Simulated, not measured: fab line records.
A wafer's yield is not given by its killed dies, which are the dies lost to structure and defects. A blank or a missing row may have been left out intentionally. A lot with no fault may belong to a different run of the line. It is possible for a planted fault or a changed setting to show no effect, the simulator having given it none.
What tool caused it? || flow berkeley cmos170 || 15 lots with 45 wafers sampled at 4 steps, on a route of 331 steps

WHAT THE GAUGES SHOWED, per wafer
UCB170_START_BOW_MEAS_00. Usual: INCOMING_BOW gives 1 um (standard deviation 6).
{"lot": "L525", "measured": "day 1 15:01", "on": "film metro-01", "INCOMING_BOW (um)": "-1 7 -6", "flag": ""}
{"lot": "L526", "measured": "day 1 20:00", "on": "film metro-02", "INCOMING_BOW (um)": "-6 -1 -1", "flag": ""}
{"lot": "L527", "measured": "day 2 01:07", "on": "film metro-01", "INCOMING_BOW (um)": "9 1 14", "flag": ""}
{"lot": "L528", "measured": "day 2 06:00", "on": "film metro-02", "INCOMING_BOW (um)": "-5 -5 -7", "flag": ""}
{"lot": "L529", "measured": "day 2 11:01", "on": "film metro-02", "INCOMING_BOW (um)": "0 -6 3", "flag": ""}
{"lot": "L530", "measured": "day 2 16:00", "on": "film metro-01", "INCOMING_BOW (um)": "10 -3 -8", "flag": ""}
{"lot": "L536", "measured": "day 3 22:02", "on": "film metro-03", "INCOMING_BOW (um)": "14 -9 1", "flag": ""}
{"lot": "L537", "measured": "day 4 03:01", "on": "film metro-01", "INCOMING_BOW (um)": "0 8 2", "flag": ""}
{"lot": "L539", "measured": "day 4 13:00", "on": "film metro-02", "INCOMING_BOW (um)": "-2 2 -1", "flag": ""}
{"lot": "L540", "measured": "day 4 18:04", "on": "film metro-03", "INCOMING_BOW (um)": "5 1 -10", "flag": ""}
{"lot": "L542", "measured": "day 5 04:01", "on": "film metro-01", "INCOMING_BOW (um)": "0 -1 -5", "flag": ""}
{"lot": "L544", "measured": "day 5 14:01", "on": "film metro-02", "INCOMING_BOW (um)": "1 -5 0", "flag": ""}
{"lot": "L545", "measured": "day 5 19:00", "on": "film metro-01", "INCOMING_BOW (um)": "4 6 0", "flag": ""}
{"lot": "L546", "measured": "day 6 00:00", "on": "film metro-01", "INCOMING_BOW (um)": "0 3 18", "flag": ""}
{"lot": "L547", "measured": "day 6 05:02", "on": "film metro-02", "INCOMING_BOW (um)": "4 3 -1", "flag": ""}

UCB170_PWELL_THK_MEAS_03. Usual: PWELL_OXIDE_THK gives 26.1 nm (standard deviation 0.5).
{"lot": "L525", "measured": "day 2 21:50", "on": "film metro-04", "PWELL_OXIDE_THK (nm)": "26.9 26.6 26.4", "flag": ""}
{"lot": "L529", "measured": "day 3 20:35", "on": "film metro-01", "PWELL_OXIDE_THK (nm)": "25.9 25.9 26.2", "flag": ""}
{"lot": "L530", "measured": "day 3 23:14", "on": "film metro-03", "PWELL_OXIDE_THK (nm)": "25.4 25.4 25.5", "flag": ""}
{"lot": "L536", "measured": "day 5 05:39", "on": "film metro-04", "PWELL_OXIDE_THK (nm)": "25.7 25.9 26.2", "flag": ""}
{"lot": "L537", "measured": "day 5 10:07", "on": "film metro-04", "PWELL_OXIDE_THK (nm)": "26.0 26.0 25.7", "flag": ""}
{"lot": "L539", "measured": "day 5 14:49", "on": "film metro-03", "PWELL_OXIDE_THK (nm)": "25.1 25.7 25.7", "flag": ""}
{"lot": "L540", "measured": "day 5 21:55", "on": "film metro-01", "PWELL_OXIDE_THK (nm)": "25.7 26.1 25.8", "flag": ""}
{"lot": "L542", "measured": "day 6 18:54", "on": "film metro-04", "PWELL_OXIDE_THK (nm)": "27.0 26.6 26.9", "flag": ""}
{"lot": "L544", "measured": "day 7 06:23", "on": "film metro-01", "PWELL_OXIDE_THK (nm)": "26.7 26.3 26.5", "flag": ""}
{"lot": "L545", "measured": "day 7 10:53", "on": "film metro-03", "PWELL_OXIDE_THK (nm)": "26.5 26.1 26.2", "flag": ""}
{"lot": "L546", "measured": "day 7 06:23", "on": "film metro-04", "PWELL_OXIDE_THK (nm)": "25.8 26.0 25.8", "flag": ""}
{"lot": "L547", "measured": "day 7 18:08", "on": "film metro-04", "PWELL_OXIDE_THK (nm)": "25.8 25.8 26.3", "flag": ""}

UCB170_PWELL_THK_MEAS_06. Usual: PWELL_NITRIDE_THK gives 218.7 nm (standard deviation 2.2).
{"lot": "L525", "measured": "day 3 06:59", "on": "film metro-01", "PWELL_NITRIDE_THK (nm)": "221.6 219.3 217.1", "flag": ""}
{"lot": "L529", "measured": "day 4 05:01", "on": "film metro-04", "PWELL_NITRIDE_THK (nm)": "218.0 218.3 218.2", "flag": ""}
{"lot": "L530", "measured": "day 4 05:01", "on": "film metro-01", "PWELL_NITRIDE_THK (nm)": "218.0 218.1 218.1", "flag": ""}
{"lot": "L536", "measured": "day 5 10:09", "on": "film metro-03", "PWELL_NITRIDE_THK (nm)": "218.3 219.2 218.4", "flag": ""}
{"lot": "L537", "measured": "day 5 15:06", "on": "film metro-03", "PWELL_NITRIDE_THK (nm)": "218.0 215.2 216.0", "flag": ""}
{"lot": "L539", "measured": "day 5 21:10", "on": "film metro-04", "PWELL_NITRIDE_THK (nm)": "218.3 218.9 219.1", "flag": ""}
{"lot": "L540", "measured": "day 6 08:01", "on": "film metro-01", "PWELL_NITRIDE_THK (nm)": "216.8 216.5 218.3", "flag": ""}
{"lot": "L542", "measured": "day 7 00:37", "on": "film metro-03", "PWELL_NITRIDE_THK (nm)": "219.2 221.0 220.5", "flag": ""}
{"lot": "L544", "measured": "day 7 14:27", "on": "film metro-01", "PWELL_NITRIDE_THK (nm)": "217.4 215.4 217.5", "flag": ""}
{"lot": "L545", "measured": "day 7 17:46", "on": "film metro-01", "PWELL_NITRIDE_THK (nm)": "221.2 219.9 219.3", "flag": ""}
{"lot": "L546", "measured": "day 7 14:26", "on": "film metro-03", "PWELL_NITRIDE_THK (nm)": "218.0 218.0 218.3", "flag": ""}
{"lot": "L547", "measured": "day 7 23:59", "on": "film metro-01", "PWELL_NITRIDE_THK (nm)": "219.5 217.3 218.3", "flag": ""}

TOOL THAT RAN EACH LOT (tool first, then ch and the chambers of the sampled wafers, then the start)
{"lot": "L525", "UCB170_NWELL_WET_ETCH_00": "wet bench-02 ch 2, day 1 23:38"}
{"lot": "L526", "UCB170_NWELL_WET_ETCH_00": "wet bench-04 ch 3, day 2 06:10"}
{"lot": "L527", "UCB170_NWELL_WET_ETCH_00": "wet bench-02 ch 2, day 2 08:52"}
{"lot": "L528", "UCB170_NWELL_WET_ETCH_00": "wet bench-04 ch 2, day 2 13:39"}
{"lot": "L529", "UCB170_NWELL_WET_ETCH_00": "wet bench-01 ch 1, day 2 19:56"}
{"lot": "L530", "UCB170_NWELL_WET_ETCH_00": "wet bench-04 ch 1, day 3 00:34"}
{"lot": "L536", "UCB170_NWELL_WET_ETCH_00": "wet bench-04 ch 1, day 4 11:20"}
{"lot": "L537", "UCB170_NWELL_WET_ETCH_00": "wet bench-04 ch 1, day 4 17:37"}
{"lot": "L539", "UCB170_NWELL_WET_ETCH_00": "wet bench-02 ch 3, day 4 21:00"}
{"lot": "L540", "UCB170_NWELL_WET_ETCH_00": "wet bench-04 ch 3, day 5 00:56"}
{"lot": "L542", "UCB170_NWELL_WET_ETCH_00": "wet bench-01 ch 1, day 5 17:37"}
{"lot": "L544", "UCB170_NWELL_WET_ETCH_00": "wet bench-01 ch 2, day 6 01:18"}
{"lot": "L545", "UCB170_NWELL_WET_ETCH_00": "wet bench-01 ch 2, day 6 09:53"}
{"lot": "L546", "UCB170_NWELL_WET_ETCH_00": "wet bench-04 ch 1, day 6 12:39"}
{"lot": "L547", "UCB170_NWELL_WET_ETCH_00": "wet bench-01 ch 2, day 6 18:44"}
- UCB170_NWELL_WET_ETCH_00: etches SiO2 in dHF, time 200 s.

WHAT THE TOOLS THEMSELVES READ (means of the sampled wafers that have a number; where no wafer has one, the mark that the record gives instead)
UCB170_NWELL_WET_ETCH_00. Usual: bath heat duty pct 6.4 %, standard deviation 0.64; run length s 227 s, standard deviation 3.6.
{"lot": "L525", "tool": "wet bench-02", "bath heat duty pct (%)": 6.0, "run length s (s)": 228, "flag": ""}
{"lot": "L526", "tool": "wet bench-04", "bath heat duty pct (%)": "-", "run length s (s)": "-", "flag": "OFF"}
{"lot": "L527", "tool": "wet bench-02", "bath heat duty pct (%)": "-", "run length s (s)": "-", "flag": "OFF"}
{"lot": "L528", "tool": "wet bench-04", "bath heat duty pct (%)": "-", "run length s (s)": "-", "flag": "OFF"}
{"lot": "L529", "tool": "wet bench-01", "bath heat duty pct (%)": 6.3, "run length s (s)": 232, "flag": ""}
{"lot": "L530", "tool": "wet bench-04", "bath heat duty pct (%)": 6.3, "run length s (s)": 225, "flag": ""}
{"lot": "L536", "tool": "wet bench-04", "bath heat duty pct (%)": 6.1, "run length s (s)": 225, "flag": ""}
{"lot": "L537", "tool": "wet bench-04", "bath heat duty pct (%)": 6.3, "run length s (s)": 226, "flag": ""}
{"lot": "L539", "tool": "wet bench-02", "bath heat duty pct (%)": 5.6, "run length s (s)": 225, "flag": ""}
{"lot": "L540", "tool": "wet bench-04", "bath heat duty pct (%)": 5.9, "run length s (s)": 228, "flag": ""}
{"lot": "L542", "tool": "wet bench-01", "bath heat duty pct (%)": 6.1, "run length s (s)": 225, "flag": ""}
{"lot": "L544", "tool": "wet bench-01", "bath heat duty pct (%)": 6.7, "run length s (s)": 225, "flag": ""}
{"lot": "L545", "tool": "wet bench-01", "bath heat duty pct (%)": 6.2, "run length s (s)": 223, "flag": ""}
{"lot": "L546", "tool": "wet bench-04", "bath heat duty pct (%)": 6.1, "run length s (s)": 225, "flag": ""}
{"lot": "L547", "tool": "wet bench-01", "bath heat duty pct (%)": 6.5, "run length s (s)": 225, "flag": ""}

THE ANSWER, worked out from the rows above alone
Rule: take the mean of a lot's wafers that have a number; if it is more than 3 standard deviations from the usual mean, the lot is off. A lot without any number at a reading at which 4 lots or more have one is off too. Where the step has rows for the other lots, those lots are counted as sound. First the gauges in route order, then the tools' own readings, where a lot's mean is used as printed above. At the first step where some lot is off, the reading lying furthest off is the one used; lots without a number count as furthest.
Off, at UCB170_NWELL_WET_ETCH_00 on bath heat duty pct: L526, L527, L528. Without a number there: L526, L527, L528.
If a tool, at that step or one of the process steps before it, ran each lot that is off and ran no sound lot following the first of them, it fits. None of those tried fits.

WHAT THE SIMULATOR HAD PUT IN
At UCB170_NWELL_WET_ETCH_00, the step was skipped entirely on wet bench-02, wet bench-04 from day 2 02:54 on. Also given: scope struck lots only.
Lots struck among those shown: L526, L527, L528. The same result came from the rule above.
